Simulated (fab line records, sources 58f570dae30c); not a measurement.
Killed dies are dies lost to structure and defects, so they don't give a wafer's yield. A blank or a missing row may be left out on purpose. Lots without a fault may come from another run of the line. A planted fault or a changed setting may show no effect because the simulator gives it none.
Which tool did it? | flow berkeley_cmos170 | 7 lots, 21 wafers sampled, at 4 steps of a route of 331

WHAT THE GAUGES READ, wafer by wafer
UCB170_M3_BOW_MEAS_20.
lot  | measured     | on            | M3_BOW (um)
L494 | day 9 03:35  | film_metro-01 | 36 46 42
L495 | day 9 18:59  | film_metro-02 | 26 36 34
L499 | day 10 12:14 | film_metro-02 | 21 21 41
L502 | day 11 06:40 | film_metro-04 | 38 24 28
L510 | day 14 00:54 | film_metro-04 | 38 42 32
L514 | day 15 03:22 | film_metro-04 | 32 14 39
L515 | day 15 13:58 | film_metro-04 | 29 35 32

WHICH TOOL RAN EACH LOT (tool, then ch and the chambers of the sampled wafers, then the start)
lot  | UCB170_PWELL_STRIP_16               | UCB170_M1_METAL_ETCH_12           | UCB170_V2_CVD_00
L494 | plasma_asher-01 ch 0,1, day 3 20:10 | rie_metal-03 ch 0,1, day 8 15:21  | pecvd-04 ch 0,1, day 8 22:38
L495 | plasma_asher-02 ch 0,1, day 4 06:20 | rie_metal-01 ch 0,1, day 9 05:41  | pecvd-04 ch 1,2, day 9 12:44
L499 | plasma_asher-02 ch 0,1, day 5 01:53 | rie_metal-03 ch 0,1, day 9 22:29  | pecvd-04 ch 0,1,2, day 10 06:48
L502 | plasma_asher-02 ch 0,1, day 5 11:00 | rie_metal-01 ch 0,1, day 10 18:43 | pecvd-04 ch 0,1, day 11 01:37
L510 | plasma_asher-01 ch 0,1, day 7 01:28 | rie_metal-04 ch 0,1, day 12 15:14 | pecvd-03 ch 0,2, day 13 18:34
L514 | plasma_asher-04 ch 0,1, day 7 20:39 | rie_metal-01 ch 0, day 14 08:53   | pecvd-04 ch 0,1, day 14 18:01
L515 | plasma_asher-04 ch 0,1, day 8 08:23 | rie_metal-01 ch 0,1, day 14 19:32 | pecvd-02 ch 0,1,2, day 15 06:31
- UCB170_PWELL_STRIP_16: strips in O2.
- UCB170_M1_METAL_ETCH_12: etches Al in Cl2/BCl3, stops on PSG, target depth 780 nm, time 130 s.
- UCB170_V2_CVD_00: deposits SiO2 from TEOS/O2, target thk 2000 nm, time 250 s.

THE ANSWER, worked out from the rows above alone
Rule: what is usual is taken from the lots themselves. Put in order of their means at a reading, lots are off if they are a third of the lots or fewer, leave a main group of 4 or more, and stand apart from it by a gap of 3 or more times the standard deviation of the main group's means; of several such gaps the widest counts. A main group whose means are all the same, to the digits that the tables above print for the reading, isn't used. A lot without any number at a reading at which 4 lots or more have one is off too. The other lots that the step has rows for count as sound.
No lot is off at any reading shown: from this, nothing can be told.

WHAT THE SIMULATOR HAD PUT IN
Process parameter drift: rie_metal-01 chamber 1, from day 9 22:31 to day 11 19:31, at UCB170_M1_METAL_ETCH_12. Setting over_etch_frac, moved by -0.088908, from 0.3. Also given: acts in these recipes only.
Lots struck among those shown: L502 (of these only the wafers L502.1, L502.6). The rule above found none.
